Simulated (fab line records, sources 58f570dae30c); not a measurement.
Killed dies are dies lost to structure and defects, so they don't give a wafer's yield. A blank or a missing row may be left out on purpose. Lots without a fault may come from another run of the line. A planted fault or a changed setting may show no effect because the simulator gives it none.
One fault seen from 2 desks | flow berkeley_cmos170 | each desk has only its own numbers; what lay behind them comes last

THE TOOL OWNER'S DESK: pecvd-04
The tool's own readings at UCB170_V1_CVD_00 (deposits SiO2 from TEOS/O2, target thk 2000 nm, time 250 s): means of the sampled wafers that have a number, for each lot that ran on this tool. A lot is out of limits, marked OUT, if its mean lies more than 4 standard deviations from the usual mean; the brackets give that distance.
Columns: A = heater_power_w at UCB170_V1_CVD_00, usual 249 W; B = rf_fwd_power_W at UCB170_V1_CVD_00, usual 548.4 W
lot  | first seen here | A   | B
L558 | day 9 18:56     | 214 | 548.4
L561 | day 10 04:01    | 219 | 526.3 (-13) OUT
L565 | day 10 22:22    | 178 | 505.6 (-25) OUT
This desk's finding: out of limits on L561, L565; first on L561, day 10 04:01 (rf_fwd_power_W at UCB170_V1_CVD_00). In limits: L558.

THE METROLOGY DESK
What the gauges read, lot by lot, whatever tool the lot ran on: means of the sampled wafers that have a number. A lot is out of limits, marked OUT, if its mean lies more than 4 standard deviations from the usual mean; the brackets give that distance.
Columns: A = cd_nm at UCB170_M1_CD_MEAS_09, usual 699.8 nm; B = M1_OVL at UCB170_M1_OVL_MEAS_10, usual 4 nm; C = cd_nm at UCB170_M1_CD_MEAS_90, usual 700.0 nm; D = V1_TEOS_THK at UCB170_V1_THK_MEAS_01, usual 2007 nm
lot  | first seen here | A     | B  | C     | D
L551 | day 8 18:03     | 701.2 | 10 | 703.6 | 1994
L558 | day 9 15:47     | 699.1 | -4 | 698.3 | 1999
L561 | day 10 01:32    | 698.9 | -2 | 700.8 | 1981
L565 | day 10 20:28    | 699.8 | 3  | 699.1 | 1952
L573 | day 12 15:44    | 698.8 | 6  | 702.2 | 1994
L571 | day 12 16:20    | 700.3 | -7 | 697.7 | 1993
This desk's finding: nothing out of limits on any of the 6 lots.

PUT TOGETHER
The tool owner's desk could have raised an alarm at day 10 04:01, on L561, L565.
The metrology desk saw nothing out of limits.
The metrology desk has L561, L565 on record, within its limits.
Of the lots named, all ran UCB170_V1_CVD_00 on pecvd-04.

WHAT THE SIMULATOR HAD PUT IN
Process parameter drift: pecvd-04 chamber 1, from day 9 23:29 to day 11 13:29, at UCB170_V1_CVD_00. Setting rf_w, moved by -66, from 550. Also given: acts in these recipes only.
Lots struck among those shown: L561, L565.
Hours from the fault's start to each desk's first reading out of limits: the tool owner's desk, 5.
